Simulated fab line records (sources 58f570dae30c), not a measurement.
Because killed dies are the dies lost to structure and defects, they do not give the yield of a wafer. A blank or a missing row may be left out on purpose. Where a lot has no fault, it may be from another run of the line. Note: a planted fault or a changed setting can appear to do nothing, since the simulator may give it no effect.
A lot that was struck, set against a sound lot ; flow berkeley cmos170 ; 15 steps out of a route of 331
Sound: wafers L143.1, L143.4, L143.5. The struck wafers were L151.3, L151.4, L151.5. The cause is given at the end.
Order at every step that has rows: each side's tool, ch and its chambers, its first start. Under that, the readings that differ: sound wafers ; struck wafers ; difference of the means ; sigmas: that difference in standard deviations of wafers without a fault.
alike: words and numbers the same on both sides, and readings whose means are apart by under 2 such deviations; not compared: readings that were withheld, readings missing a value for some wafer, numbers with overlapping values and no deviation given by the record, and bounds like >300 which may hide the same value.
Wherever a step has rows on one side only, a row that says differs or no value, or a row with sigmas, the two part there. Non-overlapping numbers with no deviation appear without sigmas and do not part them. A reading missing from all wafers of one side parts the sides only when that side holds two or more wafers.

first, 1 step without rows for these wafers: UCB170_PLDD_IMPLANT_09.
UCB170_PLDD_STRIP_10: strips in O2.
  sound on plasma asher-02 ch 0, day 9 08:55; struck on plasma asher-02 ch 0,1, day 10 21:04
  alike: drypump motor current A, oes product au, strip time to endpoint s
  not compared: rf hours counter h
UCB170_PLDD_TW_MEAS_11:
  struck on film metro-01, day 10 21:09; sound on film metro-01, day 9 09:01
  alike: PLDD_TW
then, 7 steps without rows for these wafers: UCB170_PLDD_CLEAN_12 (cleans in SPM, time 600 s); UCB170_NLDD_HMDS_00 (prime time 60 s); UCB170_NLDD_COAT_01 (resist thk 900 nm); UCB170_NLDD_SOFTBAKE_02 (time 60 s); UCB170_NLDD_EXPOSE_03 (exposes mask NSELECT, target cd 1200 nm); UCB170_NLDD_PEB_04; UCB170_NLDD_DEVELOP_05 (develop time 45 s).
UCB170_NLDD_CD_MEAS_06: target cd 1200 nm.
  struck on cd sem-02, day 10 22:53; sound on cd sem-01, day 9 10:29
  alike: cd nm
UCB170_NLDD_OVL_MEAS_07:
  struck on overlay-01, day 10 22:59; sound on overlay-02, day 9 10:36
  alike: NLDD_OVL
UCB170_NLDD_IMPLANT_08:
  sound on implanter-01 ch 0, day 9 10:38; struck on implanter-03 ch 0, day 10 23:04
reading;sound;struck;difference;sigmas
beam energy keV;29.996 29.996 29.986;30.457 30.469 30.457;+0.468;+47
model.implant.drp nm (nm);9.611 9.611 9.611;9.721 9.721 9.721;+0.110;
then, 1 step without rows for these wafers: UCB170_NLDD_IMPLANT_09.
UCB170_M3_PROBE_99:
  the record has rows for the sound wafers here (prober-02, day 11 00:02) and none for the struck ones

WHERE THEY PART
Earliest at UCB170_NLDD_IMPLANT_08; latest, in this record, at UCB170_M3_PROBE_99.

WHY: what the simulator had put in
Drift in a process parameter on implanter-03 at UCB170_NLDD_IMPLANT_08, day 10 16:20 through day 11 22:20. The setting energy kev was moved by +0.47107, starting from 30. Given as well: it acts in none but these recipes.
